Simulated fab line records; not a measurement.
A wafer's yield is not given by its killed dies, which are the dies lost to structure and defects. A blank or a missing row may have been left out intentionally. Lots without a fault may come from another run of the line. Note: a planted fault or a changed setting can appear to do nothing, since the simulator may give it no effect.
What tool caused it? ; flow berkeley-cmos170 ; 42 wafers from 14 lots sampled at 5 of the route's 331 steps

== WHAT THE GAUGES READ, wafer by wafer ==
UCB170_ACTIVE_THK_MEAS_06. Usual: ACTIVE_NITRIDE_THK typically reads 221.5 nm, with standard deviation 1.5.
lot;measured;on;ACTIVE_NITRIDE_THK (nm);flag
L963;day 4 02:37;film-metro-03;220.3 219.9 221.3;
L964;day 4 07:30;film-metro-03;220.6 220.8 221.6;
L965;day 4 12:34;film-metro-03;222.8 223.9 222.1;
L966;day 4 19:32;film-metro-01;222.5 222.9 222.4;
L971;day 5 23:12;film-metro-03;218.4 220.1 218.2;
L973;day 6 11:13;film-metro-01;220.2 220.9 223.5;
L975;day 6 21:53;film-metro-03;222.1 222.3 222.1;
L976;day 6 21:53;film-metro-01;223.0 223.1 222.2;
L977;day 7 05:20;film-metro-01;221.7 221.6 221.9;
L979;day 7 05:28;film-metro-01;220.5 220.5 220.7;
L980;day 7 16:13;film-metro-04;233.2 265.7 280.3;OFF
L981;day 7 16:14;film-metro-01;239.5 257.4 268.8;OFF
L984;day 8 12:58;film-metro-03;220.9 222.8 220.2;
L986;day 8 19:28;film-metro-03;220.4 219.7 220.9;

UCB170_PFIELD_OVL_MEAS_06. Usual: PFIELD_OVL typically reads -4 nm, with standard deviation 4.9.
lot;measured;on;PFIELD_OVL (nm);flag
L963;day 4 06:45;overlay-01;-4 -2 -8;
L964;day 4 10:38;overlay-02;-4 -4 -2;
L965;day 4 15:11;overlay-02;-1 3 -2;
L966;day 4 22:16;overlay-01;-5 6 1;
L971;day 6 02:23;overlay-02;6 -4 -5;
L973;day 6 16:02;overlay-01;4 -1 0;
L975;day 7 01:22;overlay-02;-5 -5 -4;
L976;day 7 01:39;overlay-01;0 -4 -2;
L977;day 7 10:08;overlay-01;-4 1 -4;
L979;day 7 10:24;overlay-01;-8 1 -5;
L980;day 7 18:56;overlay-02;6;
L981;day 7 19:08;overlay-01;-3;
L984;day 8 16:18;overlay-01;-10 -13 -4;
L986;day 9 00:53;overlay-02;-12 1 0;

UCB170_SCREENOX_THK_MEAS_02. Usual: SCREENOX_OXIDE_THK typically reads 14.35 nm, with standard deviation 0.22.
lot;measured;on;SCREENOX_OXIDE_THK (nm);flag
L963;day 5 06:16;film-metro-01;14.44 14.36 14.21;
L964;day 5 06:18;film-metro-03;14.45 14.38 14.33;
L965;day 5 16:31;film-metro-04;13.83 13.70 14.07;
L966;day 5 18:35;film-metro-03;14.31 14.55 14.32;
L971;day 7 02:26;film-metro-01;14.05 14.46 14.28;
L973;day 7 12:22;film-metro-04;14.25 14.26 14.11;
L975;day 7 23:08;film-metro-04;14.51 14.27 14.24;
L976;day 7 23:08;film-metro-03;14.35 14.21 14.13;
L977;day 8 09:05;film-metro-04;14.06 14.15 13.91;
L979;day 8 09:05;film-metro-01;14.26 14.38 14.58;
L980;day 8 18:56;film-metro-04;14.35;
L981;day 8 18:56;film-metro-03;14.85;
L984;day 9 16:56;film-metro-03;14.45 14.07 14.27;
L986;day 10 01:04;film-metro-04;14.27 14.29 14.24;

== WHAT TOOL EACH LOT RAN ON (gives the tool, then ch and the chambers of the sampled wafers, and finally the start) ==
lot;UCB170_ACTIVE_CVD_05;UCB170_ACTIVE_ETCH_15
L963;lpcvd-02 ch 1, day 4 00:42;rie-diel-03 ch 0,2,3, day 4 03:52
L964;lpcvd-02 ch 0, day 4 05:34;rie-diel-03 ch 0,2,3, day 4 08:38
L965;lpcvd-02 ch 0, day 4 10:39;rie-diel-03 ch 0,1,2, day 4 13:43
L966;lpcvd-02 ch 1, day 4 17:37;rie-diel-01 ch 0,3, day 4 20:43
L971;lpcvd-01 ch 1, day 5 21:16;rie-diel-01 ch 0,1,3, day 6 00:15
L973;lpcvd-02 ch 0, day 6 09:17;rie-diel-03 ch 0,2,3, day 6 13:38
L975;lpcvd-02 ch 0, day 6 19:57;rie-diel-01 ch 0,1,2, day 6 22:58
L976;lpcvd-02 ch 0, day 6 19:57;rie-diel-01 ch 0,1, day 6 23:12
L977;lpcvd-02 ch 0, day 7 03:19;rie-diel-03 ch 1,3, day 7 07:23
L979;lpcvd-02 ch 1, day 7 03:19;rie-diel-03 ch 0,1,3, day 7 07:58
L980;lpcvd-02 ch 1, day 7 14:18;rie-diel-03 ch 1,2, day 7 17:31
L981;lpcvd-02 ch 1, day 7 14:18;rie-diel-02 ch 1,3, day 7 17:37
L984;lpcvd-01 ch 0, day 8 11:03;rie-diel-02 ch 1,2,3, day 8 14:51
L986;lpcvd-01 ch 0, day 8 17:32;rie-diel-01 ch 1,2, day 8 20:37
- UCB170_ACTIVE_CVD_05: deposits Si3N4 from SiH2Cl2/NH3, target thk 220 nm, time 3300 s.
- UCB170_ACTIVE_ETCH_15: etches Si3N4 in CH3F/Ar/O2, stops on SiO2, target depth 242 nm, time 151 s.

== AS READ BY THE TOOLS THEMSELVES (means over the sampled wafers that have a number; for cases with no such wafer, the mark the record gives instead) ==
UCB170_ACTIVE_CVD_05. Usual: spike-tc-centre-C 802.2 C, standard deviation 1.3; spike-tc-source-C 823.1 C, standard deviation 2.2; zone-power-centre-pct 33.5 %, standard deviation 1.7.
lot;tool;spike-tc-centre-C (C);spike-tc-source-C (C);zone-power-centre-pct (%);flag
L963;lpcvd-02;801.5;822.6;34.5;
L964;lpcvd-02;802.8;824.1;31.3;
L965;lpcvd-02;802.9;823.1;31.3;
L966;lpcvd-02;802.0;820.8;34.6;
L971;lpcvd-01;799.4;821.6;36.1;
L973;lpcvd-02;803.1;823.1;31.4;
L975;lpcvd-02;802.3;823.9;31.5;
L976;lpcvd-02;802.9;824.5;31.2;
L977;lpcvd-02;801.7;824.2;31.7;
L979;lpcvd-02;801.5;820.6;34.7;
L980;lpcvd-02;828.7;818.4;44.2;OFF
L981;lpcvd-02;829.5;819.9;44.2;OFF
L984;lpcvd-01;802.8;826.2;34.5;
L986;lpcvd-01;802.9;825.9;34.4;

UCB170_ACTIVE_ETCH_15. Usual: CH3F_flow_sccm 20.00 sccm, standard deviation 0.059; drypump-motor-current-A 5.4 A, standard deviation 0.48; oes-product-au 0.938 a.u., standard deviation 0.015; throttle-valve-pct 8.06 %, standard deviation 0.13.
lot;tool;CH3F_flow_sccm (sccm);drypump-motor-current-A (A);oes-product-au (a.u.);throttle-valve-pct (%);flag
L963;rie-diel-03;20.03;5.2;0.930;8.14;
L964;rie-diel-03;20.00;5.2;0.936;8.13;
L965;rie-diel-03;20.00;5.6;0.949;8.04;
L966;rie-diel-01;19.97;5.2;0.930;8.07;
L971;rie-diel-01;19.96;5.6;0.935;8.03;
L973;rie-diel-03;20.05;5.3;0.930;8.12;
L975;rie-diel-01;19.99;5.5;0.930;7.98;
L976;rie-diel-01;19.95;5.4;0.926;7.97;
L977;rie-diel-03;20.01;5.0;0.934;8.23;
L979;rie-diel-03;20.03;5.3;0.939;8.08;
L980;rie-diel-03;20.02;5.6;0.993;8.13;OFF
L981;rie-diel-02;20.00;5.2;0.985;7.98;OFF
L984;rie-diel-02;20.01;5.2;0.947;8.01;
L986;rie-diel-01;19.97;5.9;0.929;7.96;

== THE ANSWER, worked out from the rows above alone ==
Rule: take the mean of a lot's wafers that have a number; if it is more than 3 standard deviations from the usual mean, the lot is off. A lot without any number at a reading at which 4 lots or more have one is off too. All remaining lots with rows at the step are treated as sound. After the gauges, taken in route order, come the tools' own readings; for these a lot's mean is taken, as printed above. At the first step where some lot is off, the reading lying furthest off is the one used; lots without a number count as furthest.
Off: at UCB170_ACTIVE_THK_MEAS_06 (ACTIVE_NITRIDE_THK), L980, L981.
If a tool, at a process step before that reading, ran all the lots that are off and no sound lot after the first of them, it fits. The gauges at UCB170_ACTIVE_THK_MEAS_06 aren't tried: what is off there is off at UCB170_ACTIVE_CVD_05 too, on other tools, and a gauge's error can't cause that. One fits: UCB170_ACTIVE_CVD_05 on lpcvd-02. A fault onset in the window from L977 (day 7 03:19, its last sound lot) to L980 (day 7 14:18, its first lot off) fits.
The tool's own readings at UCB170_ACTIVE_CVD_05 bear it out: on the lots that are off they differ by more than 5 times the standard deviation of the sound lots' means. spike-tc-centre-C reads 829.1 C there against 802.1 C on the sound lots; zone-power-centre-pct reads 44.2 % there against 33.1 % on the sound lots.

== WHAT HAD BEEN PUT IN BY THE SIMULATOR ==
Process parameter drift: lpcvd-02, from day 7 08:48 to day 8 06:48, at UCB170_ACTIVE_CVD_05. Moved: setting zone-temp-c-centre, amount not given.
Lots struck among those shown: L980, L981. The rule given above showed the same thing.
